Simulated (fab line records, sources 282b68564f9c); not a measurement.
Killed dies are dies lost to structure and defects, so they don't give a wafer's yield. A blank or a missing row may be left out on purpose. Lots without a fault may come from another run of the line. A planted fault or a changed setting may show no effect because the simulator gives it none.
fab line records | flow rit_cmos
record lots=5 wafers=14 last_day=8
route steps=202 shown PLDD@118 SPACER@125 NSD@131
lots that met no fault: from a run of the same line without faults
start_h: hours from the record's first day to the start of the lot's first wafer shown | wait_h: hours since the lot's step before | " the same as in the row above | L1.1+2: a row that stands for several wafers | - no value, or no start given | * or withheld: withheld | < > ~ a bound
route shown NAME@n: a module of which the file shows steps, and the number in the route of the first | usual: mean/standard deviation of fault-free wafers | same: alike in all rows | chamber/n: place in a boat | sites: the reading at each site | _std_site: their standard deviation | _edge_site: outer sites' mean less inner sites' | radius_mm: how far each site lies from the wafer's centre | mask NAME#n: copy n | behind: the tool/chamber that last shaped the wafer | hold: why the lot was held/for how many hours/how that ended | device: the transistor (n, p or np) that didn't switch | end of line: the same wafers' tests at the end of the route | a step without rows: its recipe alone | killed: dies lost to structure and defects at the first sort, not the wafer's yield | map: a wafer's dies, x killed, . not, _ none there
set.NAME: the setting as run; set.NAME@STEP: as run at that earlier step | model.NAME: the simulator's own value behind a step, which no gauge read
lots at some steps of the route; a table a step, a row a wafer
services: from which hour (start_h, from the record's first day; less than 0 if before it) a tool's chamber was out of use, for how many hours, and why
## steps
# step RIT_PLDD_PEB_04
# recipe resist=NOVOLAK temp_c=withheld time_s=withheld
# step RIT_PLDD_DEVELOP_05
# recipe resist=NOVOLAK develop_time_s=50 dev_temp_c=23
# step RIT_PLDD_OVL_MEAS_06
# usual PLDD_OVL=-0.5/1.3
# columns lot.wafer tool chamber start_h wait_h PLDD_OVL[nm]
L391.1 overlay-02 - 70.08 - 2.8
L391.4 " - " " 2.5
L391.5 " - " " 1.4
L398.1 overlay-02 - 95.80 - 0.8
L398.2 " - " " -1.4
L398.3 " - " " 1.3
L405.3 overlay-02 - 130.87 - -0.1
L405.6 " - " " 1.2
L406.3 overlay-02 - 139.76 - -1.9
L406.4 " - " " 0.0
L406.6 " - " " -0.2
L410.4 overlay-02 - 171.20 - -0.7
L410.5 " - " " -0.7
L410.6 " - " " 0.0
# step RIT_PLDD_HARDBAKE_07
# recipe resist=NOVOLAK temp_c=140 time_s=60
# step RIT_PLDD_IMPLANT_08
# recipe species=BF2 energy_kev=20 dose_cm2=9e+14 tilt_deg=7
# step RIT_PLDD_STRIP_09
# recipe chemistry=O2 time_s=180 resist=NOVOLAK platen_temp_c=withheld power_w=500 pressure_mtorr=4000 o2_flow_sccm=4000
# usual drypump_motor_current_A=5.61/0.2
# same time_s=180
# columns lot.wafer tool chamber start_h wait_h drypump_motor_current_A rf_hours_counter_h
L391.1 plasma_asher-03 1 70.42 0.1 5.73 44
L391.4 " 1 " " 5.73 -
L391.5 " 1 " " 5.75 -
L398.1 plasma_asher-03 0 96.14 0.1 5.67 47
L398.2 " 1 " " 5.73 47
L398.3 " 1 " " 5.75 -
L405.3 plasma_asher-01 1 131.25 0.1 5.71 -
L405.6 " 0 " " 5.65 -
L406.3 plasma_asher-01 1 140.19 0.1 5.71 -
L406.4 " 0 " " 5.66 -
L406.6 " 1 " " 5.70 -
L410.4 plasma_asher-01 1 171.58 0.1 5.70 -
L410.5 " 1 " " 5.72 -
L410.6 " 0 " " 5.64 -
# step RIT_PLDD_TW_MEAS_10
# usual PLDD_TW=2330/9.3
# columns lot.wafer tool chamber start_h wait_h PLDD_TW
L391.1 film_metro-01 - 70.59 0.1 2338
L391.4 " - " " 2321
L391.5 " - " " 2331
L398.1 film_metro-01 - 96.31 0.1 2326
L398.2 " - " " 2331
L398.3 " - " " 2335
L405.3 film_metro-01 - 131.39 0.1 2352
L405.6 " - " " 2341
L406.3 film_metro-01 - 140.32 0.1 2329
L406.4 " - " " 2341
L406.6 " - " " 2340
L410.4 film_metro-04 - 171.72 0.1 2333
L410.5 " - " " 2334
L410.6 " - " " 2333
# step RIT_SPACER_CLEAN_00
# recipe chemistry=SC1 mix=3:3:50 time_s=600 temp_c=75
# step RIT_SPACER_CLEAN_01
# recipe chemistry=dHF dilution=50:1 time_s=30
# step RIT_SPACER_CLEAN_02
# recipe chemistry=SC2 mix=3:3:50 time_s=600 temp_c=75 dry=n2_spin
# step RIT_SPACER_CVD_03
# recipe material=Si3N4 target_thk_nm=250 temp_c=810 precursor=SiH2Cl2/NH3 time_s=3300 pressure_mtorr=300 sih2cl2_flow_sccm=60 nh3_flow_sccm=150
# step RIT_SPACER_THK_MEAS_04
# recipe reads=Si3N4_of_SPACER_CVD_03
# usual SPACER_NITRIDE_THK=250.9/2.1
# columns lot.wafer tool chamber start_h wait_h SPACER_NITRIDE_THK[nm]
L391.1 film_metro-04 - 72.94 0.0 249.3
L391.4 " - " " 249.6
L391.5 " - " " 249.4
L398.1 film_metro-01 - 98.69 0.0 251.1
L398.2 " - " " 250.2
L398.3 " - " " 251.4
L405.3 film_metro-02 - 133.77 0.0 248.9
L405.6 " - " " 250.5
L406.3 film_metro-04 - 143.83 0.0 249.4
L406.4 " - " " 249.3
L406.6 " - " " 249.7
L410.4 film_metro-01 - 174.42 0.0 247.1
L410.5 " - " " 247.3
L410.6 " - " " 248.3
# step RIT_SPACER_ETCHBACK_05
# recipe target_depth_a=2500 SF6_flow_sccm=30 CHF3_flow_sccm=30 target=Si3N4 chemistry=SF6/CHF3 pressure_mtorr=40 rf_w=250 time_s=240 stop_on=SiO2
# usual CHF3_flow_sccm=30.01/0.088 drypump_motor_current_A=5.5/0.53 oes_product_au=0.845/0.013 rf_fwd_power_W=249.2/0.84 throttle_valve_pct=10.33/0.11
# same time_s=240
# columns lot.wafer tool chamber start_h wait_h CHF3_flow_sccm drypump_motor_current_A oes_product_au rf_fwd_power_W rf_hours_counter_h throttle_valve_pct model.poly-Si_of_GATE_CVD_08.thk_nm model.Si3N4_of_SPACER_CVD_03.thk_nm model.SiO2_of_FOX2_OXIDATION_00.thk_nm
L391.1 rie_diel-03 2 73.00 0.1 30.00 6.7 0.834 248.7 158 10.52 162.5 192.8 173.7
L391.4 " 0 " " 29.80 5.2 0.822 250.1 155 10.34 164.6 194.8 174.1
L391.5 " 0 " " 30.09 5.2 0.824 250.7 - 10.36 165.9 195 173.4
L398.1 rie_diel-01 3 98.75 0.1 29.93 4.7 0.845 249.6 7 10.23 167.4 195.9 178.9
L398.2 " 0 " " 30.17 5.5 0.818 249.3 3 10.31 167.6 196.8 179.9
L398.3 " 1 " " 30.04 5.2 0.855 249.6 131 10.30 167.7 197.8 181.3
L405.3 rie_diel-01 1 133.81 0.0 30.05 5.2 0.826 249.3 131 10.30 179.7 207.2 199.5
L405.6 " 3 " " 29.96 4.7 0.859 247.6 - 10.24 164 195.4 180.3
L406.3 rie_diel-04 2 143.87 0.0 30.00 6.0 0.847 250.0 136 10.27 165.9 191.8 168.7
L406.4 " 1 " " 30.09 5.7 0.828 250.6 9 10.42 169.6 195.7 175
L406.6 " 2 " " 30.12 6.0 0.845 250.0 - 10.26 164.3 191.8 165.3
L410.4 rie_diel-04 0 174.45 0.0 30.09 6.5 0.848 246.7 139 10.29 170.4 194.1 191.9
L410.5 " 0 " " 30.06 6.4 0.842 247.1 - 10.29 167.6 193.4 196.9
L410.6 " 1 " " 30.06 5.6 0.817 247.8 - 10.42 168.6 195.1 186.4
# step RIT_NSD_HMDS_00
# recipe prime_time_s=60 prime_temp_c=140
## services
# columns tool chamber start_h hours kind
rie_diel-03 - 52.23 0.3 repair
rie_diel-04 - 55.87 0.1 repair
rie_diel-04 2 60.95 3.0 repair
rie_diel-04 3 73.97 6.3 repair
plasma_asher-01 - 89.30 3.2 repair
rie_diel-03 2 101.33 - clean
rie_diel-03 2 101.33 17.3 scheduled_down
rie_diel-03 2 101.33 17.3 vent_cycle
plasma_asher-01 - 108.80 9.0 pm
plasma_asher-01 0 108.80 9.0 vent_cycle
plasma_asher-01 1 108.80 9.0 vent_cycle
rie_diel-04 2 114.54 8.5 repair
plasma_asher-01 0 117.80 - clean
plasma_asher-01 1 117.80 - clean
rie_diel-03 - 121.34 2.8 pm
rie_diel-03 0 124.09 - clean
rie_diel-03 0 124.09 22.8 scheduled_down
rie_diel-03 0 124.09 22.8 vent_cycle
## key
first_sign none at tools or gauges
model_effect step=RIT_SPACER_ETCHBACK_05 value=poly-Si_of_GATE_CVD_08.thk_nm without=165.2 struck=179.7
met_at RIT_SPACER_ETCHBACK_05
struck_wafers L405.3
rows_end L405.3
onset_between 98.75 133.81
fault kind=process_parameter_drift tool=rie_diel-01 chamber=1 onset_h=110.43 steps=RIT_SPACER_ETCHBACK_05 channel=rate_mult offset=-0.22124 shape=step end_h=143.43
# rows_end: these wafers met a further fault down the route, and their rows from its step on are left out
